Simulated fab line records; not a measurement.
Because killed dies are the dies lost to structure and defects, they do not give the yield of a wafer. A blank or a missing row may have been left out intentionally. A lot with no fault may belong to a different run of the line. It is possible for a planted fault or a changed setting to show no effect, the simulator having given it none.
Tool commonality check ; flow rit cmos ; 14 lots, 42 wafers sampled

REASON FOR OPENING
At RIT_NLDD_TW_MEAS_10 the reading NLDD_TW is flagged on 2 of 14 lots. No-fault wafers: 2498, standard deviation 29.
Rule: a lot gets a flag if all its wafers with a number sit over 4 standard deviations from that mean, or if no wafer of it has a number. The other lots count as sound.

lot;measured;on;NLDD_TW, wafer by wafer;flag
L377;day 3 00:14;film metro-01;2486 2482 2485;
L378;day 3 05:41;film metro-02;2541 2535 2534;
L379;day 3 13:17;film metro-02;2530 2535 2527;
L381;day 3 22:29;film metro-01;2466 2487 2485;
L383;day 4 04:42;film metro-03;2484 2489 2481;
L385;day 4 11:36;film metro-01;2490 2490 2487;
L387;day 4 21:02;film metro-01;2488 2490 2491;
L391;day 5 15:22;film metro-02;2375 2374 2360;FLAGGED
L392;day 5 21:53;film metro-03;2310 2305 2299;FLAGGED
L394;day 6 08:05;film metro-02;2539 2535 2538;
L397;day 6 22:46;film metro-02;2530 2533 2542;
L398;day 7 01:59;film metro-02;2538 2534 2543;
L399;day 7 07:49;film metro-03;2476 2482 2476;
L400;day 7 12:29;film metro-01;2496 2507 2495;
The mean of the flagged lots' numbers is 2337, -161 from the usual (-6 standard deviations).

WHICH TOOL EACH LOT WENT THROUGH
The record keeps 1 process step preceding the reading, out of 202 steps on the route. Each cell gives the tool, then ch followed by the chambers the sampled wafers passed through, then the start.
lot;flag;RIT_NLDD_IMPLANT_08
L377;;implanter-03 ch 0, day 2 23:55
L378;;implanter-03 ch 0, day 3 05:24
L379;;implanter-02 ch 0, day 3 12:57
L381;;implanter-02 ch 0, day 3 22:09
L383;;implanter-02 ch 0, day 4 04:23
L385;;implanter-03 ch 0, day 4 11:17
L387;;implanter-02 ch 0, day 4 20:44
L391;FLAGGED;implanter-02 ch 0, day 5 15:02
L392;FLAGGED;implanter-02 ch 0, day 5 21:34
L394;;implanter-04 ch 0, day 6 07:48
L397;;implanter-03 ch 0, day 6 22:26
L398;;implanter-03 ch 0, day 7 01:39
L399;;implanter-03 ch 0, day 7 07:31
L400;;implanter-04 ch 0, day 7 12:10
What these steps do:
- RIT_NLDD_IMPLANT_08
- RIT_NLDD_TW_MEAS_10

FLAGGED OVER TOTAL, TOOL BY TOOL (the gauges that took the reading come last)
step;tool;lots run;flagged;share of the flagged lots;sound lots run after its first flagged lot
RIT_NLDD_IMPLANT_08;implanter-02;6;2;all;0
RIT_NLDD_IMPLANT_08;implanter-03;6;0;none;-
RIT_NLDD_IMPLANT_08;implanter-04;2;0;none;-
RIT_NLDD_TW_MEAS_10;film metro-01;5;0;none;-
RIT_NLDD_TW_MEAS_10;film metro-02;6;1;some;3 (L394,L397,L398)
RIT_NLDD_TW_MEAS_10;film metro-03;3;1;some;1 (L399)

WHAT THE TABLE ALLOWS
Rows of the table that ran each flagged lot: 1, that is implanter-02 at RIT_NLDD_IMPLANT_08.
- implanter-02 at RIT_NLDD_IMPLANT_08: 2 of its 6 lots flagged. Its last sound lot is L387 (day 4 20:44), its first flagged lot L391 (day 5 15:02): a fault that began between those two fits.
Left over: one tool, implanter-02 at RIT_NLDD_IMPLANT_08.

WHAT THE SIMULATOR HAD INSERTED
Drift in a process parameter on implanter-02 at RIT_NLDD_IMPLANT_08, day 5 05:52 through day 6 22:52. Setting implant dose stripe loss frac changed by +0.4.
Struck lots among those shown: L391, L392. The rule above reached the same finding.
